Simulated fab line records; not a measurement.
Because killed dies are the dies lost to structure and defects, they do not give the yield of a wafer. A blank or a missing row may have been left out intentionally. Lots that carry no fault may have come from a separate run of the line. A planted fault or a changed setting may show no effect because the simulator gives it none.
fab line records :: flow berkeleyCmos170
record
  lots=5
  wafers=15
  lastDay=11
route steps=331 shown PSD@178 NSD@187
lots that met no fault: from a run of the same line without faults
startH: hours from the record's first day to the start of the lot's first wafer shown :: waitH: time in hours since the lot's previous step :: " the same as in the row above :: L1.1+2: several wafers, shown together as one row :: - value missing, or start not given :: * or withheld: withheld :: < > ~ a bound
route shown NAME@n: a module of which the file shows steps, and the number in the route of the first :: usual: mean/standard deviation of fault-free wafers :: same: alike in all rows :: chamber/n: place in a boat :: sites: the reading at each site :: _std_site: the values' standard deviation :: _edge_site: outer sites' mean less inner sites' :: radiusMm: for every site, how far away it sits from the centre of the wafer :: mask NAME#n: copy n :: behind: tool/chamber where the wafer was last shaped :: hold: why the lot was held/for how many hours/how that ended :: device: whichever transistor did not switch (one of n, p or np) :: end of line: the tests these same wafers got at the end of their route :: step lacking rows: just its recipe :: killed: not the wafer's yield, but the dies lost to structure and defects at the first sort :: map: the dies of a wafer, with x for killed, . for not killed, _ for no die there
set.NAME: setting as actually run; set.NAME@STEP: the setting as run at that earlier step :: model.NAME: the simulator's own value behind a step, which no gauge read
lots at some steps of the route; a table a step, a row a wafer
services: a tool's chamber out of use, with start hour (startH, from the record's first day; less than 0 if before it), hours out, and reason
## steps
# step UCB170_PSD_EXPOSE_03
# recipe
  maskId=PSELECT_MOD
  na=0.5
  sigmaOuter=0.6
  sourceShape=conventional
  targetCdNm=1200
  doseMj=30
# step UCB170_PSD_PEB_04
# recipe
  pebTempC=130
  pebTimeS=withheld
  resist=KrF
# step UCB170_PSD_DEVELOP_05
# recipe
  developer=TMAH
  developTimeS=45
  resist=KrF
  devTempC=21
# step UCB170_PSD_CD_MEAS_06
# recipe
  targetCdNm=1200
# usual
  cdNm=1199.9/1.2
lot.wafer: L169.1
tool: cdSem-01
chamber: -
startH: 172.64
waitH: -
cdNm: 1198.4

lot.wafer: L169.3
tool: cdSem-01
chamber: -
startH: 172.64
waitH: -
cdNm: 1200.5

lot.wafer: L169.4
tool: cdSem-01
chamber: -
startH: 172.64
waitH: -
cdNm: 1200.4

lot.wafer: L172.2
tool: cdSem-01
chamber: -
startH: 185.58
waitH: -
cdNm: 1200.2

lot.wafer: L172.3
tool: cdSem-01
chamber: -
startH: 185.58
waitH: -
cdNm: 1200.2

lot.wafer: L172.6
tool: cdSem-01
chamber: -
startH: 185.58
waitH: -
cdNm: 1199.2

lot.wafer: L182.1
tool: cdSem-02
chamber: -
startH: 209.70
waitH: -
cdNm: 1201.6

lot.wafer: L182.3
tool: cdSem-02
chamber: -
startH: 209.70
waitH: -
cdNm: 1199.8

lot.wafer: L182.6
tool: cdSem-02
chamber: -
startH: 209.70
waitH: -
cdNm: 1200.2

lot.wafer: L187.1
tool: cdSem-01
chamber: -
startH: 233.15
waitH: -
cdNm: 1201.9

lot.wafer: L187.4
tool: cdSem-01
chamber: -
startH: 233.15
waitH: -
cdNm: 1202.5

lot.wafer: L187.5
tool: cdSem-01
chamber: -
startH: 233.15
waitH: -
cdNm: 1201.6

lot.wafer: L185.3
tool: cdSem-02
chamber: -
startH: 238.85
waitH: -
cdNm: 1199.3

lot.wafer: L185.5
tool: cdSem-02
chamber: -
startH: 238.85
waitH: -
cdNm: 1199.7

lot.wafer: L185.6
tool: cdSem-02
chamber: -
startH: 238.85
waitH: -
cdNm: 1199.0
# step UCB170_PSD_OVL_MEAS_07
# usual
  PSD_OVL=4/5.9
lot.wafer: L169.1
tool: overlay-02
chamber: -
startH: 172.76
waitH: 0.1
PSD_OVL[nm]: 10

lot.wafer: L169.3
tool: overlay-02
chamber: -
startH: 172.76
waitH: 0.1
PSD_OVL[nm]: 4

lot.wafer: L169.4
tool: overlay-02
chamber: -
startH: 172.76
waitH: 0.1
PSD_OVL[nm]: 5

lot.wafer: L172.2
tool: overlay-02
chamber: -
startH: 185.68
waitH: 0.1
PSD_OVL[nm]: -3

lot.wafer: L172.3
tool: overlay-02
chamber: -
startH: 185.68
waitH: 0.1
PSD_OVL[nm]: 2

lot.wafer: L172.6
tool: overlay-02
chamber: -
startH: 185.68
waitH: 0.1
PSD_OVL[nm]: -4

lot.wafer: L182.1
tool: overlay-01
chamber: -
startH: 209.82
waitH: 0.1
PSD_OVL[nm]: 1

lot.wafer: L182.3
tool: overlay-01
chamber: -
startH: 209.82
waitH: 0.1
PSD_OVL[nm]: -1

lot.wafer: L182.6
tool: overlay-01
chamber: -
startH: 209.82
waitH: 0.1
PSD_OVL[nm]: -5

lot.wafer: L187.1
tool: overlay-02
chamber: -
startH: 233.27
waitH: 0.1
PSD_OVL[nm]: -5

lot.wafer: L187.4
tool: overlay-02
chamber: -
startH: 233.27
waitH: 0.1
PSD_OVL[nm]: -1

lot.wafer: L187.5
tool: overlay-02
chamber: -
startH: 233.27
waitH: 0.1
PSD_OVL[nm]: -1

lot.wafer: L185.3
tool: overlay-01
chamber: -
startH: 238.94
waitH: 0.1
PSD_OVL[nm]: 1

lot.wafer: L185.5
tool: overlay-01
chamber: -
startH: 238.94
waitH: 0.1
PSD_OVL[nm]: 2

lot.wafer: L185.6
tool: overlay-01
chamber: -
startH: 238.94
waitH: 0.1
PSD_OVL[nm]: -7
# step UCB170_PSD_IMPLANT_08
# recipe
  species=B
  doseCm2=3e+15
  energyKev=20
  tiltDeg=7
# step UCB170_PSD_STRIP_09
# recipe
  chemistry=O2
  powerW=400
  pressureMtorr=3500
  platenTempC=withheld
  o2FlowSccm=400
  overashFraction=0.5
# usual
  drypumpMotorCurrentA=5.9/0.63
  oesProductAu=0.599/0.0048
  stripTimeToEndpointS=29.39/0.063
lot.wafer: L169.1
tool: plasmaAsher-03
chamber: 1
startH: 172.95
waitH: 0.1
drypumpMotorCurrentA: 5.8
oesProductAu: 0.602
rfHoursCounterH: 47
stripTimeToEndpointS: 29.34

lot.wafer: L169.3
tool: plasmaAsher-03
chamber: 1
startH: 172.95
waitH: 0.1
drypumpMotorCurrentA: 5.8
oesProductAu: 0.608
rfHoursCounterH: -
stripTimeToEndpointS: 29.35

lot.wafer: L169.4
tool: plasmaAsher-03
chamber: 0
startH: 172.95
waitH: 0.1
drypumpMotorCurrentA: 6.0
oesProductAu: 0.598
rfHoursCounterH: -
stripTimeToEndpointS: 29.40

lot.wafer: L172.2
tool: plasmaAsher-03
chamber: 1
startH: 185.86
waitH: 0.1
drypumpMotorCurrentA: 5.9
oesProductAu: 0.601
rfHoursCounterH: 49
stripTimeToEndpointS: 29.31

lot.wafer: L172.3
tool: plasmaAsher-03
chamber: 1
startH: 185.86
waitH: 0.1
drypumpMotorCurrentA: 5.8
oesProductAu: 0.602
rfHoursCounterH: -
stripTimeToEndpointS: 29.42

lot.wafer: L172.6
tool: plasmaAsher-03
chamber: 0
startH: 185.86
waitH: 0.1
drypumpMotorCurrentA: 5.9
oesProductAu: 0.597
rfHoursCounterH: -
stripTimeToEndpointS: 29.46

lot.wafer: L182.1
tool: plasmaAsher-02
chamber: 1
startH: 210.01
waitH: 0.1
drypumpMotorCurrentA: 5.2
oesProductAu: 0.599
rfHoursCounterH: 10
stripTimeToEndpointS: 29.31

lot.wafer: L182.3
tool: plasmaAsher-02
chamber: 0
startH: 210.01
waitH: 0.1
drypumpMotorCurrentA: 6.8
oesProductAu: 0.600
rfHoursCounterH: -
stripTimeToEndpointS: 29.26

lot.wafer: L182.6
tool: plasmaAsher-02
chamber: 1
startH: 210.01
waitH: 0.1
drypumpMotorCurrentA: 5.2
oesProductAu: 0.598
rfHoursCounterH: -
stripTimeToEndpointS: 29.31

lot.wafer: L187.1
tool: plasmaAsher-02
chamber: 0
startH: 233.46
waitH: 0.1
drypumpMotorCurrentA: 6.8
oesProductAu: 0.595
rfHoursCounterH: 13
stripTimeToEndpointS: 29.38

lot.wafer: L187.4
tool: plasmaAsher-02
chamber: 1
startH: 233.46
waitH: 0.1
drypumpMotorCurrentA: 5.2
oesProductAu: 0.595
rfHoursCounterH: -
stripTimeToEndpointS: 29.42

lot.wafer: L187.5
tool: plasmaAsher-02
chamber: 1
startH: 233.46
waitH: 0.1
drypumpMotorCurrentA: 5.2
oesProductAu: 0.593
rfHoursCounterH: -
stripTimeToEndpointS: 29.40

lot.wafer: L185.3
tool: plasmaAsher-02
chamber: 1
startH: 239.15
waitH: 0.1
drypumpMotorCurrentA: 5.2
oesProductAu: 0.599
rfHoursCounterH: -
stripTimeToEndpointS: 29.34

lot.wafer: L185.5
tool: plasmaAsher-02
chamber: 1
startH: 239.15
waitH: 0.1
drypumpMotorCurrentA: 5.2
oesProductAu: 0.603
rfHoursCounterH: -
stripTimeToEndpointS: 29.34

lot.wafer: L185.6
tool: plasmaAsher-02
chamber: 0
startH: 239.15
waitH: 0.1
drypumpMotorCurrentA: 6.8
oesProductAu: 0.601
rfHoursCounterH: -
stripTimeToEndpointS: 29.48
# step UCB170_PSD_TW_MEAS_10
# usual
  PSD_TW=2325/14
lot.wafer: L169.1
tool: filmMetro-01
chamber: -
startH: 173.05
waitH: 0.1
PSD_TW: 2326

lot.wafer: L169.3
tool: filmMetro-01
chamber: -
startH: 173.05
waitH: 0.1
PSD_TW: 2317

lot.wafer: L169.4
tool: filmMetro-01
chamber: -
startH: 173.05
waitH: 0.1
PSD_TW: 2327

lot.wafer: L172.2
tool: filmMetro-02
chamber: -
startH: 185.97
waitH: 0.1
PSD_TW: 2336

lot.wafer: L172.3
tool: filmMetro-02
chamber: -
startH: 185.97
waitH: 0.1
PSD_TW: 2350

lot.wafer: L172.6
tool: filmMetro-02
chamber: -
startH: 185.97
waitH: 0.1
PSD_TW: 2355

lot.wafer: L182.1
tool: filmMetro-01
chamber: -
startH: 210.11
waitH: 0.1
PSD_TW: 2315

lot.wafer: L182.3
tool: filmMetro-01
chamber: -
startH: 210.11
waitH: 0.1
PSD_TW: 2306

lot.wafer: L182.6
tool: filmMetro-01
chamber: -
startH: 210.11
waitH: 0.1
PSD_TW: 2327

lot.wafer: L187.1
tool: filmMetro-03
chamber: -
startH: 233.56
waitH: 0.1
PSD_TW: 2316

lot.wafer: L187.4
tool: filmMetro-03
chamber: -
startH: 233.56
waitH: 0.1
PSD_TW: 2307

lot.wafer: L187.5
tool: filmMetro-03
chamber: -
startH: 233.56
waitH: 0.1
PSD_TW: 2305

lot.wafer: L185.3
tool: filmMetro-01
chamber: -
startH: 239.24
waitH: 0.1
PSD_TW: 2314

lot.wafer: L185.5
tool: filmMetro-01
chamber: -
startH: 239.24
waitH: 0.1
PSD_TW: 2328

lot.wafer: L185.6
tool: filmMetro-01
chamber: -
startH: 239.24
waitH: 0.1
PSD_TW: 2323
# step UCB170_PSD_CLEAN_11
# recipe
  chemistry=SPM
  tempC=120
  timeS=600
# step UCB170_NSD_HMDS_00
# recipe
  primeTimeS=60
  primeTempC=100
# step UCB170_NSD_COAT_01
# recipe
  resist=KrF
  spinRpm=1500
  resistThkNm=892.1
# step UCB170_NSD_SOFTBAKE_02
# recipe
  resist=KrF
  tempC=130
  timeS=60
# step UCB170_NSD_EXPOSE_03
# recipe
  maskId=NSELECT_MOD
  na=0.5
  sigmaOuter=0.6
  sourceShape=conventional
  targetCdNm=1200
  doseMj=30
# usual
  focusOffsetNm=0.0/0.56
  stageVelMmS=500.02/0.26
lot.wafer: L169.1
tool: krfScanner-01
chamber: 0
startH: 174.65
waitH: 0.4
mask: PSELECT_MOD#0
focusOffsetNm: 0.5
stageVelMmS: 500.30

lot.wafer: L169.3
tool: krfScanner-01
chamber: 0
startH: 174.65
waitH: 0.4
mask: PSELECT_MOD#0
focusOffsetNm: 0.1
stageVelMmS: 500.00

lot.wafer: L169.4
tool: krfScanner-01
chamber: 0
startH: 174.65
waitH: 0.4
mask: PSELECT_MOD#0
focusOffsetNm: 0.5
stageVelMmS: 500.36

lot.wafer: L172.2
tool: krfScanner-02
chamber: 0
startH: 186.79
waitH: 0.2
mask: NSELECT_MOD#0
focusOffsetNm: -0.6
stageVelMmS: 500.18

lot.wafer: L172.3
tool: krfScanner-02
chamber: 0
startH: 186.79
waitH: 0.2
mask: NSELECT_MOD#0
focusOffsetNm: -0.4
stageVelMmS: 500.15

lot.wafer: L172.6
tool: krfScanner-02
chamber: 0
startH: 186.79
waitH: 0.2
mask: NSELECT_MOD#0
focusOffsetNm: 0.8
stageVelMmS: 500.34

lot.wafer: L182.1
tool: krfScanner-02
chamber: 0
startH: 211.51
waitH: 0.1
mask: NSELECT_MOD#0
focusOffsetNm: 1.3
stageVelMmS: 499.98

lot.wafer: L182.3
tool: krfScanner-02
chamber: 0
startH: 211.51
waitH: 0.1
mask: NSELECT_MOD#0
focusOffsetNm: 0.7
stageVelMmS: 500.52

lot.wafer: L182.6
tool: krfScanner-02
chamber: 0
startH: 211.51
waitH: 0.1
mask: NSELECT_MOD#0
focusOffsetNm: 0.4
stageVelMmS: 500.01

lot.wafer: L187.1
tool: krfScanner-01
chamber: 0
startH: 234.54
waitH: 0.2
mask: NSELECT_MOD#0
focusOffsetNm: 0.0
stageVelMmS: 499.92

lot.wafer: L187.4
tool: krfScanner-01
chamber: 0
startH: 234.54
waitH: 0.2
mask: NSELECT_MOD#0
focusOffsetNm: -0.1
stageVelMmS: 500.29

lot.wafer: L187.5
tool: krfScanner-01
chamber: 0
startH: 234.54
waitH: 0.2
mask: NSELECT_MOD#0
focusOffsetNm: -0.6
stageVelMmS: 500.11

lot.wafer: L185.3
tool: krfScanner-02
chamber: 0
startH: 240.09
waitH: 0.1
mask: NSELECT_MOD#0
focusOffsetNm: 0.1
stageVelMmS: 500.23

lot.wafer: L185.5
tool: krfScanner-02
chamber: 0
startH: 240.09
waitH: 0.1
mask: NSELECT_MOD#0
focusOffsetNm: 0.4
stageVelMmS: 500.42

lot.wafer: L185.6
tool: krfScanner-02
chamber: 0
startH: 240.09
waitH: 0.1
mask: NSELECT_MOD#0
focusOffsetNm: -0.6
stageVelMmS: 500.19
# step UCB170_NSD_PEB_04
# recipe
  pebTempC=130
  pebTimeS=withheld
  resist=KrF
# step UCB170_NSD_DEVELOP_05
# recipe
  developer=TMAH
  developTimeS=45
  resist=KrF
  devTempC=21
# step UCB170_NSD_CD_MEAS_06
# recipe
  targetCdNm=1200
# usual
  cdNm=1199.7/1.4
lot.wafer: L169.1
tool: cdSem-01
chamber: -
startH: 175.16
waitH: -
cdNm: -

lot.wafer: L169.3
tool: cdSem-01
chamber: -
startH: 175.16
waitH: -
cdNm: -

lot.wafer: L169.4
tool: cdSem-01
chamber: -
startH: 175.16
waitH: -
cdNm: -

lot.wafer: L172.2
tool: cdSem-01
chamber: -
startH: 187.18
waitH: -
cdNm: 1199.9

lot.wafer: L172.3
tool: cdSem-01
chamber: -
startH: 187.18
waitH: -
cdNm: 1200.3

lot.wafer: L172.6
tool: cdSem-01
chamber: -
startH: 187.18
waitH: -
cdNm: 1199.7

lot.wafer: L182.1
tool: cdSem-02
chamber: -
startH: 212.68
waitH: -
cdNm: 1199.6

lot.wafer: L182.3
tool: cdSem-02
chamber: -
startH: 212.68
waitH: -
cdNm: 1199.8

lot.wafer: L182.6
tool: cdSem-02
chamber: -
startH: 212.68
waitH: -
cdNm: 1200.4

lot.wafer: L187.1
tool: cdSem-01
chamber: -
startH: 235.14
waitH: -
cdNm: 1195.4

lot.wafer: L187.4
tool: cdSem-01
chamber: -
startH: 235.14
waitH: -
cdNm: 1196.2

lot.wafer: L187.5
tool: cdSem-01
chamber: -
startH: 235.14
waitH: -
cdNm: 1195.4

lot.wafer: L185.3
tool: cdSem-01
chamber: -
startH: 240.51
waitH: -
cdNm: 1200.2

lot.wafer: L185.5
tool: cdSem-01
chamber: -
startH: 240.51
waitH: -
cdNm: 1198.6

lot.wafer: L185.6
tool: cdSem-01
chamber: -
startH: 240.51
waitH: -
cdNm: 1199.2
# step UCB170_NSD_OVL_MEAS_07
# usual
  NSD_OVL=-1/6.1
lot.wafer: L169.1
tool: overlay-01
chamber: -
startH: 175.28
waitH: 0.1
NSD_OVL[nm]: -

lot.wafer: L169.3
tool: overlay-01
chamber: -
startH: 175.28
waitH: 0.1
NSD_OVL[nm]: -

lot.wafer: L169.4
tool: overlay-01
chamber: -
startH: 175.28
waitH: 0.1
NSD_OVL[nm]: -

lot.wafer: L172.2
tool: overlay-02
chamber: -
startH: 187.29
waitH: 0.1
NSD_OVL[nm]: -6

lot.wafer: L172.3
tool: overlay-02
chamber: -
startH: 187.29
waitH: 0.1
NSD_OVL[nm]: -3

lot.wafer: L172.6
tool: overlay-02
chamber: -
startH: 187.29
waitH: 0.1
NSD_OVL[nm]: -2

lot.wafer: L182.1
tool: overlay-01
chamber: -
startH: 212.80
waitH: 0.1
NSD_OVL[nm]: 1

lot.wafer: L182.3
tool: overlay-01
chamber: -
startH: 212.80
waitH: 0.1
NSD_OVL[nm]: -3

lot.wafer: L182.6
tool: overlay-01
chamber: -
startH: 212.80
waitH: 0.1
NSD_OVL[nm]: -1

lot.wafer: L187.1
tool: overlay-01
chamber: -
startH: 235.26
waitH: 0.1
NSD_OVL[nm]: -8

lot.wafer: L187.4
tool: overlay-01
chamber: -
startH: 235.26
waitH: 0.1
NSD_OVL[nm]: -10

lot.wafer: L187.5
tool: overlay-01
chamber: -
startH: 235.26
waitH: 0.1
NSD_OVL[nm]: -9

lot.wafer: L185.3
tool: overlay-02
chamber: -
startH: 240.60
waitH: 0.1
NSD_OVL[nm]: 8

lot.wafer: L185.5
tool: overlay-02
chamber: -
startH: 240.60
waitH: 0.1
NSD_OVL[nm]: 14

lot.wafer: L185.6
tool: overlay-02
chamber: -
startH: 240.60
waitH: 0.1
NSD_OVL[nm]: 5
# step UCB170_NSD_IMPLANT_08
# recipe
  species=P
  doseCm2=3e+15
  energyKev=40
  tiltDeg=7
# step UCB170_NSD_STRIP_09
# recipe
  chemistry=O2
  powerW=400
  pressureMtorr=3500
  platenTempC=withheld
  o2FlowSccm=400
  overashFraction=0.5
# usual
  drypumpMotorCurrentA=6.0/0.63
  oesProductAu=0.533/0.005
  stripTimeToEndpointS=35.65/0.063
lot.wafer: L169.1
tool: plasmaAsher-02
chamber: 1
startH: 175.47
waitH: 0.1
drypumpMotorCurrentA: 5.2
oesProductAu: 0.529
rfHoursCounterH: 7
stripTimeToEndpointS: 35.61

lot.wafer: L169.3
tool: plasmaAsher-02
chamber: 0
startH: 175.47
waitH: 0.1
drypumpMotorCurrentA: 6.8
oesProductAu: 0.528
rfHoursCounterH: -
stripTimeToEndpointS: 35.54

lot.wafer: L169.4
tool: plasmaAsher-02
chamber: 1
startH: 175.47
waitH: 0.1
drypumpMotorCurrentA: 5.2
oesProductAu: 0.530
rfHoursCounterH: -
stripTimeToEndpointS: 35.55

lot.wafer: L172.2
tool: plasmaAsher-02
chamber: 0
startH: 187.47
waitH: 0.1
drypumpMotorCurrentA: 6.8
oesProductAu: 0.540
rfHoursCounterH: 8
stripTimeToEndpointS: 35.61

lot.wafer: L172.3
tool: plasmaAsher-02
chamber: 1
startH: 187.47
waitH: 0.1
drypumpMotorCurrentA: 5.2
oesProductAu: 0.538
rfHoursCounterH: -
stripTimeToEndpointS: 35.64

lot.wafer: L172.6
tool: plasmaAsher-02
chamber: 0
startH: 187.47
waitH: 0.1
drypumpMotorCurrentA: 6.8
oesProductAu: 0.535
rfHoursCounterH: -
stripTimeToEndpointS: 35.60

lot.wafer: L182.1
tool: plasmaAsher-01
chamber: 1
startH: 212.99
waitH: 0.1
drypumpMotorCurrentA: 6.5
oesProductAu: 0.533
rfHoursCounterH: 52
stripTimeToEndpointS: 35.68

lot.wafer: L182.3
tool: plasmaAsher-01
chamber: 0
startH: 212.99
waitH: 0.1
drypumpMotorCurrentA: 6.0
oesProductAu: 0.539
rfHoursCounterH: -
stripTimeToEndpointS: 35.62

lot.wafer: L182.6
tool: plasmaAsher-01
chamber: 1
startH: 212.99
waitH: 0.1
drypumpMotorCurrentA: 6.5
oesProductAu: 0.535
rfHoursCounterH: -
stripTimeToEndpointS: 35.70

lot.wafer: L187.1
tool: plasmaAsher-01
chamber: 1
startH: 235.45
waitH: 0.1
drypumpMotorCurrentA: 6.5
oesProductAu: 0.536
rfHoursCounterH: 55
stripTimeToEndpointS: 35.67

lot.wafer: L187.4
tool: plasmaAsher-01
chamber: 1
startH: 235.45
waitH: 0.1
drypumpMotorCurrentA: 6.5
oesProductAu: 0.523
rfHoursCounterH: -
stripTimeToEndpointS: 35.65

lot.wafer: L187.5
tool: plasmaAsher-01
chamber: 1
startH: 235.45
waitH: 0.1
drypumpMotorCurrentA: 6.5
oesProductAu: 0.529
rfHoursCounterH: -
stripTimeToEndpointS: 35.74

lot.wafer: L185.3
tool: plasmaAsher-02
chamber: 1
startH: 240.81
waitH: 0.1
drypumpMotorCurrentA: 5.3
oesProductAu: 0.538
rfHoursCounterH: -
stripTimeToEndpointS: 35.52

lot.wafer: L185.5
tool: plasmaAsher-02
chamber: 0
startH: 240.81
waitH: 0.1
drypumpMotorCurrentA: 6.8
oesProductAu: 0.529
rfHoursCounterH: -
stripTimeToEndpointS: 35.61

lot.wafer: L185.6
tool: plasmaAsher-02
chamber: 1
startH: 240.81
waitH: 0.1
drypumpMotorCurrentA: 5.3
oesProductAu: 0.533
rfHoursCounterH: -
stripTimeToEndpointS: 35.50
# step UCB170_NSD_TW_MEAS_10
# usual
  NSD_TW=4185/26
lot.wafer: L169.1
tool: filmMetro-03
chamber: -
startH: 175.57
waitH: 0.1
NSD_TW: 30

lot.wafer: L169.3
tool: filmMetro-03
chamber: -
startH: 175.57
waitH: 0.1
NSD_TW: 30

lot.wafer: L169.4
tool: filmMetro-03
chamber: -
startH: 175.57
waitH: 0.1
NSD_TW: 30

lot.wafer: L172.2
tool: filmMetro-03
chamber: -
startH: 187.58
waitH: 0.1
NSD_TW: 4166

lot.wafer: L172.3
tool: filmMetro-03
chamber: -
startH: 187.58
waitH: 0.1
NSD_TW: 4176

lot.wafer: L172.6
tool: filmMetro-03
chamber: -
startH: 187.58
waitH: 0.1
NSD_TW: 4180

lot.wafer: L182.1
tool: filmMetro-02
chamber: -
startH: 213.09
waitH: 0.1
NSD_TW: 4235

lot.wafer: L182.3
tool: filmMetro-02
chamber: -
startH: 213.09
waitH: 0.1
NSD_TW: 4226

lot.wafer: L182.6
tool: filmMetro-02
chamber: -
startH: 213.09
waitH: 0.1
NSD_TW: 4257

lot.wafer: L187.1
tool: filmMetro-01
chamber: -
startH: 235.55
waitH: 0.1
NSD_TW: 4193

lot.wafer: L187.4
tool: filmMetro-01
chamber: -
startH: 235.55
waitH: 0.1
NSD_TW: 4184

lot.wafer: L187.5
tool: filmMetro-01
chamber: -
startH: 235.55
waitH: 0.1
NSD_TW: 4206

lot.wafer: L185.3
tool: filmMetro-03
chamber: -
startH: 240.95
waitH: 0.1
NSD_TW: 4156

lot.wafer: L185.5
tool: filmMetro-03
chamber: -
startH: 240.95
waitH: 0.1
NSD_TW: 4184

lot.wafer: L185.6
tool: filmMetro-03
chamber: -
startH: 240.95
waitH: 0.1
NSD_TW: 4190
# step UCB170_NSD_CLEAN_11
# recipe
  chemistry=SPM
  tempC=120
  timeS=600
## services
tool: plasmaAsher-03
chamber: -
startH: 154.94
hours: 2.8
kind: pm

tool: plasmaAsher-03
chamber: -
startH: 163.50
hours: 9.4
kind: repair

tool: plasmaAsher-02
chamber: -
startH: 177.81
hours: 9.5
kind: repair

tool: krfScanner-01
chamber: -
startH: 184.25
hours: 21.0
kind: pm

tool: krfScanner-01
chamber: -
startH: 205.25
hours: 3.6
kind: pm

tool: krfScanner-01
chamber: -
startH: 208.17
hours: 2.9
kind: repair
## key
firstSign
  step=UCB170_NSD_EXPOSE_03
  reading=mask
  direction=changed
effect
  step=UCB170_NSD_CD_MEAS_06
  reading=cdNm
  direction=missing
effect
  step=UCB170_NSD_OVL_MEAS_07
  reading=NSD_OVL
  direction=missing
effect
  step=UCB170_NSD_TW_MEAS_10
  reading=NSD_TW
  direction=down
  sigmas=99+
  usual=4185
  struck=30
metAt UCB170_NSD_EXPOSE_03
struckWafers L169.1,L169.3,L169.4
sortLeftOut L169.1,L169.3,L169.4
testerLeftOut L169
fault
  kind=wrongMask
  tool=any
  chamber=-
  onsetH=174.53
  steps=UCB170_NSD_EXPOSE_03
  auxCopy=PSELECT_MOD#0
  scope=struckLotsOnly
# testerLeftOut: of these lots the tester's yield and bins aren't shown, on N5 and GAA mostly nor the transistor test; their killed dies are dies lost to structure and defects alone, not to doping, threshold or leakage, so they don't give the yield
# sortLeftOut: the simulated sort isn't trusted on such a fault, so these wafers' sort isn't shown, and their yield isn't known
